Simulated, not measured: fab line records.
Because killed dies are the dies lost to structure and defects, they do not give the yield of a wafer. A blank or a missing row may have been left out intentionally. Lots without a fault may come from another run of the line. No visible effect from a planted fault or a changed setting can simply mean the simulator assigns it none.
fab line records -- flow berkeley_cmos170
[record] lots = 5, wafers = 23
route steps=331 shown NWELL@15 ACTIVE@75 FIELD@90 NLDD@159 PSD@183
start_h: hours from the record's opening day to when the first of the lot's shown wafers began -- wait_h: hours from the lot's prior step to this one -- " same as the row above -- L1.1+2: several wafers, shown together as one row -- - either no value or no given start -- * or withheld: withheld -- < > ~ a bound
route shown NAME@n: NAME is a module with steps in the file, n the number in the route of the first one -- usual: mean/standard deviation of fault-free wafers -- same: alike in all rows -- chamber/n: place in a boat -- sites: the reading at each site -- _std_site: their standard deviation -- _edge_site: mean of outer sites minus mean of inner sites -- radius_mm: how far each site lies from the wafer's centre -- mask NAME#n: copy n -- behind: the tool/chamber that last shaped the wafer -- hold: why the lot went on hold/how many hours it stayed there/how the hold came to an end -- device: which transistor (n, p or np) failed to switch -- end of line: the tests these same wafers got at the end of their route -- where a step has no rows: the recipe by itself -- killed: at the first sort, the dies lost to defects and structure; wafer yield is something else -- map: the dies of a wafer, with x for killed, . for not killed, _ for no die there
set.NAME: setting as actually run; set.NAME@STEP: the setting as run at that earlier step -- model.NAME: the simulator's own value behind a step, which no gauge read
lots whose settings were changed on purpose; a table a step, a row a wafer
[[steps]]
[step UCB170_NWELL_OXIDATION_01]
[recipe] temp_c = 1000, ambient = O2, target_thk_a = 264, ox_time_s = 1260
lot.wafer,tool,chamber,start_h,wait_h,set.ox_time_s,model.SiO2_of_NWELL_OXIDATION_01.thk_nm
L074.1,-,-,-,3.8,1349,27.81
L074.2,-,-,-,3.8,1349,27.56
L074.4,-,-,-,3.8,1349,27.42
L074.5,-,-,-,3.8,1349,27.63
L074.6,-,-,-,3.8,1349,27.53
L076.1,furnace-01,0,33.28,3.6,1260,26.56
L076.4,furnace-01,0,33.28,3.6,1260,26.58
L076.5,furnace-01,0,33.28,3.6,1260,26.7
L077.1,-,-,-,5.3,1076,24.85
L077.2,-,-,-,5.3,1076,25.36
L077.3,-,-,-,5.3,1076,24.71
L077.4,-,-,-,5.3,1076,24.83
L077.6,-,-,-,5.3,1076,25.23
L080.1,-,-,-,4.3,1101,24.4
L080.2,-,-,-,4.3,1101,24.28
L080.4,-,-,-,4.3,1101,24.56
L080.5,-,-,-,4.3,1101,24.48
L080.6,-,-,-,4.3,1101,24.41
L083.1,-,-,-,3.5,1260,26.07
L083.2,-,-,-,3.5,1260,26.35
L083.3,-,-,-,3.5,1260,26.01
L083.4,-,-,-,3.5,1260,26.41
L083.5,-,-,-,3.5,1260,26.19
[step UCB170_NWELL_THK_MEAS_02]
[recipe] reads = SiO2_of_NWELL_OXIDATION_01
[usual] NWELL_OXIDE_THK = 26.3/0.42
lot.wafer,tool,chamber,start_h,wait_h,set.ox_time_s@NWELL_OXIDATION_01,NWELL_OXIDE_THK[nm]
L074.1,film_metro-04,-,-,-,1349,27.8
L074.2,film_metro-04,-,-,-,1349,27.6
L074.4,film_metro-04,-,-,-,1349,27.4
L074.5,film_metro-04,-,-,-,1349,27.6
L074.6,film_metro-04,-,-,-,1349,27.5
L076.1,film_metro-03,-,34.63,0.0,1260,26.5
L076.4,film_metro-03,-,34.63,0.0,1260,26.5
L076.5,film_metro-03,-,34.63,0.0,1260,26.7
L077.1,film_metro-04,-,-,-,1076,24.9
L077.2,film_metro-04,-,-,-,1076,25.3
L077.3,film_metro-04,-,-,-,1076,24.7
L077.4,film_metro-04,-,-,-,1076,24.8
L077.6,film_metro-04,-,-,-,1076,25.2
L080.1,film_metro-04,-,-,-,1101,24.4
L080.2,film_metro-04,-,-,-,1101,24.3
L080.4,film_metro-04,-,-,-,1101,24.5
L080.5,film_metro-04,-,-,-,1101,24.5
L080.6,film_metro-04,-,-,-,1101,24.4
L083.1,film_metro-04,-,-,-,1260,26.1
L083.2,film_metro-04,-,-,-,1260,26.3
L083.3,film_metro-04,-,-,-,1260,26.0
L083.4,film_metro-04,-,-,-,1260,26.4
L083.5,film_metro-04,-,-,-,1260,26.2
[step UCB170_NWELL_CVD_04]
[recipe] material = Si3N4, target_thk_nm = 224, temp_c = 800, precursor = SiH2Cl2/NH3, time_s = 3360, pressure_mtorr = 200, sih2cl2_flow_sccm = 25, nh3_flow_sccm = 75
lot.wafer,tool,chamber,start_h,wait_h,set.time_s,model.Si3N4_of_NWELL_CVD_04.thk_nm
L074.1,-,-,-,0.0,3360,222.4
L074.2,-,-,-,0.0,3360,221.1
L074.4,-,-,-,0.0,3360,222.9
L074.5,-,-,-,0.0,3360,221.5
L074.6,-,-,-,0.0,3360,223.4
L076.1,lpcvd-01,1,40.61,0.0,3360,221.8
L076.4+5,lpcvd-01,1,40.61,0.0,3360,223.5
L077.1+3,-,-,-,0.3,3595,238.5
L077.2,-,-,-,0.3,3595,237.8
L077.4,-,-,-,0.3,3595,237
L077.6,-,-,-,0.3,3595,239.2
L080.1,-,-,-,0.0,3729,249.9
L080.2,-,-,-,0.0,3729,249.4
L080.4,-,-,-,0.0,3729,251.1
L080.5,-,-,-,0.0,3729,247.6
L080.6,-,-,-,0.0,3729,248.8
L083.1,-,-,-,0.0,3843,255.9
L083.2,-,-,-,0.0,3843,254.7
L083.3,-,-,-,0.0,3843,257.3
L083.4,-,-,-,0.0,3843,254.5
L083.5,-,-,-,0.0,3843,255.5
[step UCB170_NWELL_THK_MEAS_05]
[recipe] reads = Si3N4_of_NWELL_CVD_04
[usual] NWELL_NITRIDE_THK = 223.3/2.5
lot.wafer,tool,chamber,start_h,wait_h,set.time_s@NWELL_CVD_04,NWELL_NITRIDE_THK[nm]
L074.1,film_metro-04,-,-,-,3360,222.6
L074.2,film_metro-04,-,-,-,3360,220.9
L074.4,film_metro-04,-,-,-,3360,222.9
L074.5,film_metro-04,-,-,-,3360,221.3
L074.6,film_metro-04,-,-,-,3360,223.4
L076.1,film_metro-03,-,43.51,0.0,3360,221.9
L076.4,film_metro-03,-,43.51,0.0,3360,223.7
L076.5,film_metro-03,-,43.51,0.0,3360,223.4
L077.1,film_metro-04,-,-,-,3595,238.5
L077.2,film_metro-04,-,-,-,3595,238.0
L077.3,film_metro-04,-,-,-,3595,238.4
L077.4,film_metro-04,-,-,-,3595,236.9
L077.6,film_metro-04,-,-,-,3595,239.2
L080.1,film_metro-04,-,-,-,3729,249.8
L080.2,film_metro-04,-,-,-,3729,249.5
L080.4,film_metro-04,-,-,-,3729,251.0
L080.5,film_metro-04,-,-,-,3729,247.9
L080.6,film_metro-04,-,-,-,3729,248.8
L083.1,film_metro-04,-,-,-,3843,255.9
L083.2,film_metro-04,-,-,-,3843,254.8
L083.3,film_metro-04,-,-,-,3843,257.3
L083.4,film_metro-04,-,-,-,3843,254.3
L083.5,film_metro-04,-,-,-,3843,255.6
[step UCB170_NWELL_IMPLANT_14]
[recipe] species = P, dose_cm2 = 1e+13, energy_kev = 150, tilt_deg = 7
lot.wafer,tool,chamber,start_h,wait_h,set.dose_cm2
L074.1+2+4+5+6,implanter-03,0,37.80,0.1,1e+13
L076.1+4+5,implanter-02,0,44.68,0.1,1e+13
L077.1+2+4,implanter-02,0,53.58,0.1,1e+13
L077.3+6,implanter-02,0,53.58,0.1,1.066e+13
L080.1+5+6,implanter-02,0,62.47,0.1,1.061e+13
L080.2+4,implanter-02,0,62.47,0.1,1e+13
L083.1+2+4,implanter-02,0,78.31,0.1,1e+13
L083.3+5,implanter-02,0,78.31,0.1,9.558e+12
[step UCB170_NWELL_STRIP_15]
[recipe] chemistry = O2, power_w = 400, pressure_mtorr = 3500, platen_temp_c = withheld, o2_flow_sccm = 400, overash_fraction = 0.5
[step UCB170_NWELL_TW_MEAS_16]
[usual] NWELL_TW = 1253/6.8
lot.wafer,tool,chamber,start_h,wait_h,set.dose_cm2@NWELL_IMPLANT_14,NWELL_TW
L074.1,film_metro-04,-,38.05,0.1,1e+13,1257
L074.2,film_metro-04,-,38.05,0.1,1e+13,1256
L074.4,film_metro-04,-,38.05,0.1,1e+13,1256
L074.5,film_metro-04,-,38.05,0.1,1e+13,1247
L074.6,film_metro-04,-,38.05,0.1,1e+13,1253
L076.1,film_metro-04,-,44.93,0.1,1e+13,1257
L076.4,film_metro-04,-,44.93,0.1,1e+13,1256
L076.5,film_metro-04,-,44.93,0.1,1e+13,1260
L077.1,film_metro-04,-,53.83,0.1,1e+13,1240
L077.2,film_metro-04,-,53.83,0.1,1e+13,1238
L077.3,film_metro-04,-,53.83,0.1,1.066e+13,1277
L077.4,film_metro-04,-,53.83,0.1,1e+13,1240
L077.6,film_metro-04,-,53.83,0.1,1.066e+13,1267
L080.1,film_metro-04,-,62.72,0.1,1.061e+13,1269
L080.2,film_metro-04,-,62.72,0.1,1e+13,1242
L080.4,film_metro-04,-,62.72,0.1,1e+13,1251
L080.5,film_metro-04,-,62.72,0.1,1.061e+13,1272
L080.6,film_metro-04,-,62.72,0.1,1.061e+13,1273
L083.1,film_metro-03,-,78.56,0.1,1e+13,1259
L083.2,film_metro-03,-,78.56,0.1,1e+13,1261
L083.3,film_metro-03,-,78.56,0.1,9.558e+12,1244
L083.4,film_metro-03,-,78.56,0.1,1e+13,1263
L083.5,film_metro-03,-,78.56,0.1,9.558e+12,1241
[step UCB170_ACTIVE_ETCH_15]
[recipe] chemistry = CH3F/Ar/O2, target = Si3N4, stop_on = SiO2, CH3F_flow_sccm = 20, Ar_flow_sccm = 50, O2_flow_sccm = 7, pressure_mtorr = 50, rf_w = 450, target_depth_a = 2420, over_etch_frac = 0.1, time_s = 151
lot.wafer,tool,chamber,start_h,wait_h,set.time_s,model.KrF_of_ACTIVE_COAT_08.thk_nm
L074.1,rie_diel-01,0,92.63,0.0,151,723.1
L074.2,rie_diel-01,3,92.63,0.0,151,727.1
L074.4,rie_diel-01,1,92.63,0.0,151,727.9
L074.5,rie_diel-01,3,92.63,0.0,151,727.7
L074.6,rie_diel-01,2,92.63,0.0,151,724.5
L077.1,rie_diel-01,3,102.85,0.0,151,728.5
L077.2,rie_diel-01,2,102.85,0.0,151,725.5
L077.3,rie_diel-01,0,102.85,0.0,136.2,746
L077.4,rie_diel-01,1,102.85,0.0,136.2,741.4
L077.6,rie_diel-01,2,102.85,0.0,136.2,739.7
L076.1,rie_diel-04,2,103.37,0.0,151,726.1
L076.4,rie_diel-04,1,103.37,0.0,151,722.6
L076.5,rie_diel-04,1,103.37,0.0,151,723.2
L080.1,rie_diel-02,1,120.63,0.0,151,724.8
L080.2,rie_diel-02,0,120.63,0.0,151,727.2
L080.4,rie_diel-02,3,120.63,0.0,151,724.3
L080.5,rie_diel-02,3,120.63,0.0,151,727.5
L080.6,rie_diel-02,2,120.63,0.0,151,722.8
L083.1,rie_diel-04,1,130.15,0.0,134.5,741.2
L083.2,rie_diel-04,3,130.15,0.0,151,720.5
L083.3,rie_diel-04,2,130.15,0.0,134.5,741.8
L083.4,rie_diel-04,0,130.15,0.0,151,723.1
L083.5,rie_diel-04,1,130.15,0.0,134.5,740.1
[step UCB170_ACTIVE_STRIP_16]
[recipe] chemistry = O2, power_w = 400, pressure_mtorr = 3500, platen_temp_c = withheld, o2_flow_sccm = 400, overash_fraction = 0.5
[usual] strip_time_to_endpoint_s = 18.11/0.057
lot.wafer,tool,chamber,start_h,wait_h,set.time_s@ACTIVE_ETCH_15,strip_time_to_endpoint_s
L074.1,plasma_asher-03,1,92.73,0.1,151,18.05
L074.2,plasma_asher-03,0,92.73,0.1,151,18.15
L074.4,plasma_asher-03,0,92.73,0.1,151,18.16
L074.5,plasma_asher-03,1,92.73,0.1,151,18.17
L074.6,plasma_asher-03,0,92.73,0.1,151,18.08
L077.1,plasma_asher-02,1,102.95,0.1,151,18.18
L077.2,plasma_asher-02,0,102.95,0.1,151,18.11
L077.3,plasma_asher-02,1,102.95,0.1,136.2,18.60
L077.4,plasma_asher-02,0,102.95,0.1,136.2,18.50
L077.6,plasma_asher-02,1,102.95,0.1,136.2,18.45
L076.1,plasma_asher-01,0,103.47,0.1,151,18.12
L076.4,plasma_asher-01,0,103.47,0.1,151,18.03
L076.5,plasma_asher-01,1,103.47,0.1,151,18.05
L080.1,plasma_asher-03,0,120.73,0.1,151,18.10
L080.2,plasma_asher-03,1,120.73,0.1,151,18.15
L080.4,plasma_asher-03,1,120.73,0.1,151,18.09
L080.5,plasma_asher-03,1,120.73,0.1,151,18.16
L080.6,plasma_asher-03,0,120.73,0.1,151,18.04
L083.1,plasma_asher-01,0,130.27,0.1,134.5,18.49
L083.2,plasma_asher-01,1,130.27,0.1,151,17.99
L083.3,plasma_asher-01,1,130.27,0.1,134.5,18.51
L083.4,plasma_asher-01,0,130.27,0.1,151,18.04
L083.5,plasma_asher-01,1,130.27,0.1,134.5,18.46
[step UCB170_FIELD_OXIDATION_01]
[recipe] temp_c = 1000, ambient = H2O, p_h2o_torr = 584.62, target_thk_a = 5583, ox_time_s = 7200
lot.wafer,tool,chamber,start_h,wait_h,set.ox_time_s,model.SiO2_of_FIELD_OXIDATION_01.thk_nm
L074.1,-,-,-,1.4,7939,579.2
L074.2,-,-,-,1.4,7939,592.6
L074.4,-,-,-,1.4,7939,592
L074.5,-,-,-,1.4,7939,582.8
L074.6,-,-,-,1.4,7939,575.2
L076.1,furnace-04,0,108.52,0.3,7200,541.9
L076.4,furnace-04,0,108.52,0.3,7200,535.1
L076.5,furnace-04,0,108.52,0.3,7200,544.2
L077.1,-,-,-,3.6,6784,498.3
L077.2,-,-,-,3.6,6784,503.7
L077.3,-,-,-,3.6,6784,507.7
L077.4,-,-,-,3.6,6784,501
L077.6,-,-,-,3.6,6784,507.4
L080.1,-,-,-,2.4,7519,557.4
L080.2,-,-,-,2.4,7519,558.4
L080.4,-,-,-,2.4,7519,556.8
L080.5,-,-,-,2.4,7519,567.9
L080.6,-,-,-,2.4,7519,563.2
L083.1,-,-,-,4.9,7200,547.8
L083.2,-,-,-,4.9,7200,548.3
L083.3,-,-,-,4.9,7200,554.6
L083.4,-,-,-,4.9,7200,551
L083.5,-,-,-,4.9,7200,547.3
[step UCB170_FIELD_THK_MEAS_02]
[recipe] reads = SiO2_of_FIELD_OXIDATION_01
[usual] FIELD_OXIDE_THK = 548/11
lot.wafer,tool,chamber,start_h,wait_h,set.ox_time_s@FIELD_OXIDATION_01,FIELD_OXIDE_THK[nm]
L074.1,film_metro-02,-,-,-,7939,579
L074.2,film_metro-02,-,-,-,7939,593
L074.4,film_metro-02,-,-,-,7939,592
L074.5,film_metro-02,-,-,-,7939,583
L074.6,film_metro-02,-,-,-,7939,575
L077.1,film_metro-04,-,-,-,6784,498
L077.2,film_metro-04,-,-,-,6784,504
L077.3,film_metro-04,-,-,-,6784,508
L077.4,film_metro-04,-,-,-,6784,501
L077.6,film_metro-04,-,-,-,6784,507
L076.1,film_metro-04,-,111.64,0.1,7200,542
L076.4,film_metro-04,-,111.64,0.1,7200,535
L076.5,film_metro-04,-,111.64,0.1,7200,544
L080.1,film_metro-04,-,-,-,7519,557
L080.2,film_metro-04,-,-,-,7519,558
L080.4,film_metro-04,-,-,-,7519,557
L080.5,film_metro-04,-,-,-,7519,568
L080.6,film_metro-04,-,-,-,7519,563
L083.1,film_metro-02,-,-,-,7200,548
L083.2,film_metro-02,-,-,-,7200,548
L083.3,film_metro-02,-,-,-,7200,555
L083.4,film_metro-02,-,-,-,7200,551
L083.5,film_metro-02,-,-,-,7200,547
[step UCB170_FIELD_WET_ETCH_05]
[recipe] chemistry = H3PO4, target = Si3N4, temp_c = 160, time_s = 12600
lot.wafer,tool,chamber,start_h,wait_h,set.time_s
L074.1+2+4+5+6,-,-,-,0.0,11290
L076.1+4+5,wet_bench-01,3,119.06,0.0,12600
L077.1+2+3+4+6,-,-,-,0.0,11930
L080.1+2+4+5+6,-,-,-,0.0,12600
L083.1+2+3+4+5,-,-,-,0.0,11820
[step UCB170_FIELD_WET_ETCH_06]
[recipe] chemistry = BOE, dilution = 5:1, target = SiO2, temp_c = 25, time_s = 22
[step UCB170_FIELD_THK_MEAS_90]
[recipe] reads = SiO2_of_FIELD_OXIDATION_01
[usual] FIELD_OXIDE_LEFT_1_THK = 431/11
lot.wafer,tool,chamber,start_h,wait_h,set.ox_time_s@FIELD_OXIDATION_01,FIELD_OXIDE_LEFT_1_THK[nm]
L074.1,film_metro-04,-,107.09,0.0,7939,466
L074.2,film_metro-04,-,107.09,0.0,7939,479
L074.4,film_metro-04,-,107.09,0.0,7939,479
L074.5,film_metro-04,-,107.09,0.0,7939,470
L074.6,film_metro-04,-,107.09,0.0,7939,462
L076.1,film_metro-04,-,122.58,0.0,7200,426
L076.4,film_metro-04,-,122.58,0.0,7200,419
L076.5,film_metro-04,-,122.58,0.0,7200,428
L077.1,film_metro-02,-,122.58,0.0,6784,384
L077.2,film_metro-02,-,122.58,0.0,6784,390
L077.3,film_metro-02,-,122.58,0.0,6784,394
L077.4,film_metro-02,-,122.58,0.0,6784,387
L077.6,film_metro-02,-,122.58,0.0,6784,393
L080.1,film_metro-02,-,136.06,0.0,7519,440
L080.2,film_metro-02,-,136.06,0.0,7519,440
L080.4,film_metro-02,-,136.06,0.0,7519,439
L080.5,film_metro-02,-,136.06,0.0,7519,450
L080.6,film_metro-02,-,136.06,0.0,7519,446
L083.1,film_metro-02,-,149.57,0.0,7200,434
L083.2,film_metro-02,-,149.57,0.0,7200,435
L083.3,film_metro-02,-,149.57,0.0,7200,441
L083.4,film_metro-02,-,149.57,0.0,7200,438
L083.5,film_metro-02,-,149.57,0.0,7200,433
[step UCB170_NLDD_COAT_01]
[recipe] resist = KrF, spin_rpm = 1500, resist_thk_nm = 900
lot.wafer,tool,chamber,start_h,wait_h,set.resist_thk_nm,model.KrF_of_NLDD_COAT_01.thk_nm
L074.1,litho_track-02,0,147.13,0.1,934.4,933.9
L074.2,litho_track-02,0,147.13,0.1,934.4,934.5
L074.4+6,litho_track-02,0,147.13,0.1,900,901.6
L074.5,litho_track-02,0,147.13,0.1,934.4,935.3
L077.1,litho_track-02,0,161.19,0.1,868.9,865.5
L077.2,litho_track-02,0,161.19,0.1,900,898.2
L077.3,litho_track-02,0,161.19,0.1,868.9,868.6
L077.4,litho_track-02,0,161.19,0.1,900,900.9
L077.6,litho_track-02,0,161.19,0.1,900,897.8
L076.1,litho_track-04,0,161.90,0.1,900,898.7
L076.4,litho_track-04,0,161.90,0.1,900,896.1
L076.5,litho_track-04,0,161.90,0.1,900,898.3
L080.1,litho_track-01,0,176.32,0.1,900,901.3
L080.2,litho_track-01,0,176.32,0.1,930.9,931.9
L080.4,litho_track-01,0,176.32,0.1,900,899.7
L080.5,litho_track-01,0,176.32,0.1,900,900.6
L080.6,litho_track-01,0,176.32,0.1,930.9,935.2
L083.1,litho_track-04,0,185.95,0.1,863.2,862.6
L083.2,litho_track-04,0,185.95,0.1,863.2,866.8
L083.3,litho_track-04,0,185.95,0.1,863.2,866.2
L083.4,litho_track-04,0,185.95,0.1,900,901.3
L083.5,litho_track-04,0,185.95,0.1,900,901.9
[step UCB170_NLDD_IMPLANT_08]
[recipe] species = As, dose_cm2 = 5e+13, energy_kev = 30, tilt_deg = 7, rotation_deg = 0
lot.wafer,tool,chamber,start_h,wait_h,set.energy_kev,model.implant.rp_nm,model.implant.drp_nm
L074.1+2+4+5+6,implanter-01,0,148.31,0.0,30,21.55,9.611
L077.1+3+6,implanter-03,0,162.16,0.0,28.77,20.75,9.323
L077.2+4,implanter-03,0,162.16,0.0,30,21.42,9.611
L076.1+4+5,implanter-01,0,163.08,0.0,30,21.31,9.611
L080.1+2,implanter-01,0,177.18,0.0,30,21.66,9.611
L080.4+5+6,implanter-01,0,177.18,0.0,29.52,21.4,9.498
L083.1+4+5,implanter-03,0,187.52,0.0,31.63,22.1,9.992
L083.2+3,implanter-03,0,187.52,0.0,30,21.22,9.611
[step UCB170_NLDD_IMPLANT_09]
[recipe] species = As, dose_cm2 = 5e+13, energy_kev = 30, tilt_deg = 7, rotation_deg = 180
[step UCB170_NLDD_STRIP_10]
[recipe] chemistry = O2, power_w = 400, pressure_mtorr = 3500, platen_temp_c = withheld, o2_flow_sccm = 400, overash_fraction = 0.5
[usual] strip_time_to_endpoint_s = 21.62/0.065
lot.wafer,tool,chamber,start_h,wait_h,set.resist_thk_nm@NLDD_COAT_01,strip_time_to_endpoint_s
L074.1,plasma_asher-02,0,148.61,0.1,934.4,22.46
L074.2,plasma_asher-02,1,148.61,0.1,934.4,22.45
L074.4,plasma_asher-02,1,148.61,0.1,900,21.68
L074.5,plasma_asher-02,1,148.61,0.1,934.4,22.46
L074.6,plasma_asher-02,0,148.61,0.1,900,21.67
L077.1,plasma_asher-03,0,162.46,0.1,868.9,20.80
L077.2,plasma_asher-03,1,162.46,0.1,900,21.58
L077.3,plasma_asher-03,0,162.46,0.1,868.9,20.88
L077.4,plasma_asher-03,1,162.46,0.1,900,21.67
L077.6,plasma_asher-03,0,162.46,0.1,900,21.57
L076.1,plasma_asher-03,1,163.38,0.1,900,21.58
L076.4,plasma_asher-03,1,163.38,0.1,900,21.53
L076.5,plasma_asher-03,1,163.38,0.1,900,21.59
L080.1,plasma_asher-02,0,177.48,0.1,900,21.66
L080.2,plasma_asher-02,1,177.48,0.1,930.9,22.39
L080.4,plasma_asher-02,1,177.48,0.1,900,21.61
L080.5,plasma_asher-02,0,177.48,0.1,900,21.63
L080.6,plasma_asher-02,1,177.48,0.1,930.9,22.47
L083.1,plasma_asher-04,1,187.82,0.1,863.2,20.74
L083.2,plasma_asher-04,0,187.82,0.1,863.2,20.84
L083.3,plasma_asher-04,1,187.82,0.1,863.2,20.81
L083.4,plasma_asher-04,0,187.82,0.1,900,21.66
L083.5,plasma_asher-04,0,187.82,0.1,900,21.66
[step UCB170_PSD_IMPLANT_08]
[recipe] species = B, dose_cm2 = 3e+15, energy_kev = 20, tilt_deg = 7
lot.wafer,tool,chamber,start_h,wait_h,set.dose_cm2
L074.1+4+6,implanter-04,0,156.63,0.0,3.157e+15
L074.2+5,implanter-04,0,156.63,0.0,3e+15
L077.1+4+6,implanter-02,0,170.31,0.0,2.9e+15
L077.2+3,implanter-02,0,170.31,0.0,3e+15
L076.1+4+5,implanter-04,0,170.43,0.0,3e+15
L080.1+5,implanter-03,0,185.95,0.0,3.139e+15
L080.2+4+6,implanter-03,0,185.95,0.0,3e+15
L083.1+5,implanter-02,0,197.38,0.0,3e+15
L083.2+3+4,implanter-02,0,197.38,0.0,3.057e+15
[step UCB170_PSD_STRIP_09]
[recipe] chemistry = O2, power_w = 400, pressure_mtorr = 3500, platen_temp_c = withheld, o2_flow_sccm = 400, overash_fraction = 0.5
[usual] strip_time_to_endpoint_s = 29.38/0.056
lot.wafer,tool,chamber,start_h,wait_h,set.dose_cm2@PSD_IMPLANT_08,strip_time_to_endpoint_s
L074.1,plasma_asher-01,1,156.78,0.1,3.157e+15,29.96
L074.2,plasma_asher-01,0,156.78,0.1,3e+15,29.46
L074.4,plasma_asher-01,1,156.78,0.1,3.157e+15,30.02
L074.5,plasma_asher-01,0,156.78,0.1,3e+15,29.43
L074.6,plasma_asher-01,1,156.78,0.1,3.157e+15,29.93
L077.1,plasma_asher-02,0,170.46,0.1,2.9e+15,29.00
L077.2,plasma_asher-02,1,170.46,0.1,3e+15,29.41
L077.3,plasma_asher-02,1,170.46,0.1,3e+15,29.44
L077.4,plasma_asher-02,0,170.46,0.1,2.9e+15,29.03
L077.6,plasma_asher-02,0,170.46,0.1,2.9e+15,28.95
L076.1,plasma_asher-01,0,170.58,0.1,3e+15,29.35
L076.4,plasma_asher-01,0,170.58,0.1,3e+15,29.36
L076.5,plasma_asher-01,0,170.58,0.1,3e+15,29.30
L080.1,plasma_asher-02,1,186.10,0.1,3.139e+15,29.86
L080.2,plasma_asher-02,0,186.10,0.1,3e+15,29.36
L080.4,plasma_asher-02,0,186.10,0.1,3e+15,29.35
L080.5,plasma_asher-02,1,186.10,0.1,3.139e+15,29.87
L080.6,plasma_asher-02,0,186.10,0.1,3e+15,29.39
L083.1,plasma_asher-04,1,197.53,0.1,3e+15,29.34
L083.2,plasma_asher-04,0,197.53,0.1,3.057e+15,29.60
L083.3,plasma_asher-04,0,197.53,0.1,3.057e+15,29.52
L083.4,plasma_asher-04,1,197.53,0.1,3.057e+15,29.54
L083.5,plasma_asher-04,0,197.53,0.1,3e+15,29.34
[step UCB170_PSD_TW_MEAS_10]
[usual] PSD_TW = 2336/10
lot.wafer,tool,chamber,start_h,wait_h,set.dose_cm2@PSD_IMPLANT_08,PSD_TW
L074.1,film_metro-04,-,156.88,0.1,3.157e+15,2364
L074.2,film_metro-04,-,156.88,0.1,3e+15,2328
L074.4,film_metro-04,-,156.88,0.1,3.157e+15,2360
L074.5,film_metro-04,-,156.88,0.1,3e+15,2324
L074.6,film_metro-04,-,156.88,0.1,3.157e+15,2362
L077.1,film_metro-04,-,170.56,0.1,2.9e+15,2309
L077.2,film_metro-04,-,170.56,0.1,3e+15,2326
L077.3,film_metro-04,-,170.56,0.1,3e+15,2327
L077.4,film_metro-04,-,170.56,0.1,2.9e+15,2307
L077.6,film_metro-04,-,170.56,0.1,2.9e+15,2305
L076.1,film_metro-02,-,170.68,0.1,3e+15,2351
L076.4,film_metro-02,-,170.68,0.1,3e+15,2344
L076.5,film_metro-02,-,170.68,0.1,3e+15,2347
L080.1,film_metro-02,-,186.20,0.1,3.139e+15,2378
L080.2,film_metro-02,-,186.20,0.1,3e+15,2346
L080.4,film_metro-02,-,186.20,0.1,3e+15,2342
L080.5,film_metro-02,-,186.20,0.1,3.139e+15,2373
L080.6,film_metro-02,-,186.20,0.1,3e+15,2350
L083.1,film_metro-03,-,197.63,0.1,3e+15,2340
L083.2,film_metro-03,-,197.63,0.1,3.057e+15,2360
L083.3,film_metro-03,-,197.63,0.1,3.057e+15,2360
L083.4,film_metro-03,-,197.63,0.1,3.057e+15,2368
L083.5,film_metro-03,-,197.63,0.1,3e+15,2345
[[key]]
[split] step = UCB170_NWELL_OXIDATION_01, setting = ox_time_s, stated = 1260, by = lot
[response] step = UCB170_NWELL_OXIDATION_01, reading = model.SiO2_of_NWELL_OXIDATION_01.thk_nm, change = +0.132, per = 1%, r = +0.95
[response] step = UCB170_NWELL_THK_MEAS_02, reading = NWELL_OXIDE_THK, change = +0.132, per = 1%, r = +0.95
[split] step = UCB170_NWELL_CVD_04, setting = time_s, stated = 3360, by = lot
[response] step = UCB170_NWELL_CVD_04, reading = model.Si3N4_of_NWELL_CVD_04.thk_nm, change = +2.34, per = 1%, r = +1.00
[response] step = UCB170_NWELL_THK_MEAS_05, reading = NWELL_NITRIDE_THK, change = +2.34, per = 1%, r = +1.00
[split] step = UCB170_NWELL_IMPLANT_14, setting = dose_cm2, stated = 1e+13, by = wafer
[response] step = UCB170_NWELL_TW_MEAS_16, reading = NWELL_TW, change = +4.43, per = 1%, r = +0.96
[split] step = UCB170_ACTIVE_ETCH_15, setting = time_s, stated = 151, by = wafer
[response] step = UCB170_ACTIVE_ETCH_15, reading = model.KrF_of_ACTIVE_COAT_08.thk_nm, change = -1.68, per = 1%, r = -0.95
[response] step = UCB170_ACTIVE_STRIP_16, reading = strip_time_to_endpoint_s, change = *, per = 1%, r = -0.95
[split] step = UCB170_FIELD_OXIDATION_01, setting = ox_time_s, stated = 7200, by = lot
[response] step = UCB170_FIELD_OXIDATION_01, reading = model.SiO2_of_FIELD_OXIDATION_01.thk_nm, change = +4.84, per = 1%, r = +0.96
[response] step = UCB170_FIELD_THK_MEAS_02, reading = FIELD_OXIDE_THK, change = +4.85, per = 1%, r = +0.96
[response] step = UCB170_FIELD_THK_MEAS_90, reading = FIELD_OXIDE_LEFT_1_THK, change = +4.83, per = 1%, r = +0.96
[split] step = UCB170_FIELD_WET_ETCH_05, setting = time_s, stated = 12600, by = lot
response none clear
[split] step = UCB170_NLDD_COAT_01, setting = resist_thk_nm, stated = 900, by = wafer
[response] step = UCB170_NLDD_COAT_01, reading = model.KrF_of_NLDD_COAT_01.thk_nm, change = +9.06, per = 1%, r = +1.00
[response] step = UCB170_NLDD_STRIP_10, reading = strip_time_to_endpoint_s, change = *, per = 1%, r = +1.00
[split] step = UCB170_NLDD_IMPLANT_08, setting = energy_kev, stated = 30, by = wafer
[response] step = UCB170_NLDD_IMPLANT_08, reading = model.implant.rp_nm, change = +0.162, per = 1%, r = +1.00
[response] step = UCB170_NLDD_IMPLANT_08, reading = model.implant.drp_nm, change = +0.0702, per = 1%, r = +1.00
[split] step = UCB170_PSD_IMPLANT_08, setting = dose_cm2, stated = 3e+15, by = wafer
[response] step = UCB170_PSD_STRIP_09, reading = strip_time_to_endpoint_s, change = *, per = 1%, r = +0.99
[response] step = UCB170_PSD_TW_MEAS_10, reading = PSD_TW, change = +6.74, per = 1%, r = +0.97
